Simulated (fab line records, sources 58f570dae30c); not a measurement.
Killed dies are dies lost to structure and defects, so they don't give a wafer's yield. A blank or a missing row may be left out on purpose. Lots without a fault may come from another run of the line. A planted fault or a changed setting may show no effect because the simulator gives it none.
Which tool did it? | flow berkeley_cmos170 | 7 lots, 21 wafers sampled, at 2 steps of a route of 331

WHAT THE GAUGES READ, wafer by wafer
UCB170_SPACER_THK_MEAS_01.
lot  | measured     | on            | SPACER_TEOS_THK (nm)
L282 | day 8 00:20  | film_metro-03 | 364 371 375
L286 | day 8 15:29  | film_metro-01 | 376 376 379
L288 | day 9 09:43  | film_metro-01 | 379 382 379
L290 | day 9 09:07  | film_metro-04 | 376 373 383
L292 | day 9 21:27  | film_metro-03 | 366 369 374
L293 | day 10 09:02 | film_metro-01 | 379 375 376
L303 | day 12 00:08 | film_metro-01 | 245 371 375

WHICH TOOL RAN EACH LOT (tool, then ch and the chambers of the sampled wafers, then the start)
lot  | UCB170_SPACER_CVD_00
L282 | pecvd-03 ch 1,2, day 8 00:17
L286 | pecvd-03 ch 0,1,2, day 8 15:26
L288 | pecvd-01 ch 0,1, day 9 09:39
L290 | pecvd-02 ch 1,2, day 9 09:05
L292 | pecvd-03 ch 0,1,2, day 9 21:20
L293 | pecvd-02 ch 0,1,2, day 10 09:00
L303 | pecvd-03 ch 0,1, day 12 00:06
- UCB170_SPACER_CVD_00: deposits SiO2 from TEOS/O2, target thk 376 nm, time 47 s.

THE ANSWER, worked out from the rows above alone
Rule: what is usual is taken from the lots themselves. Put in order of their means at a reading, lots are off if they are a third of the lots or fewer, leave a main group of 4 or more, and stand apart from it by a gap of 3 or more times the standard deviation of the main group's means; of several such gaps the widest counts. A main group whose means are all the same, to the digits that the tables above print for the reading, isn't used. A lot without any number at a reading at which 4 lots or more have one is off too. The other lots that the step has rows for count as sound.
Off: L303, at UCB170_SPACER_THK_MEAS_01 (SPACER_TEOS_THK). The main group: mean 375 nm, standard deviation 3.9.
A tool fits if, at a process step before that reading, it ran every lot that is off, and no sound lot after the first of them. The gauges at UCB170_SPACER_THK_MEAS_01 are tried like those tools. Can't be told from this: 2 tools fit, pecvd-03 at UCB170_SPACER_CVD_00, film_metro-01 at UCB170_SPACER_THK_MEAS_01.

WHAT THE SIMULATOR HAD PUT IN
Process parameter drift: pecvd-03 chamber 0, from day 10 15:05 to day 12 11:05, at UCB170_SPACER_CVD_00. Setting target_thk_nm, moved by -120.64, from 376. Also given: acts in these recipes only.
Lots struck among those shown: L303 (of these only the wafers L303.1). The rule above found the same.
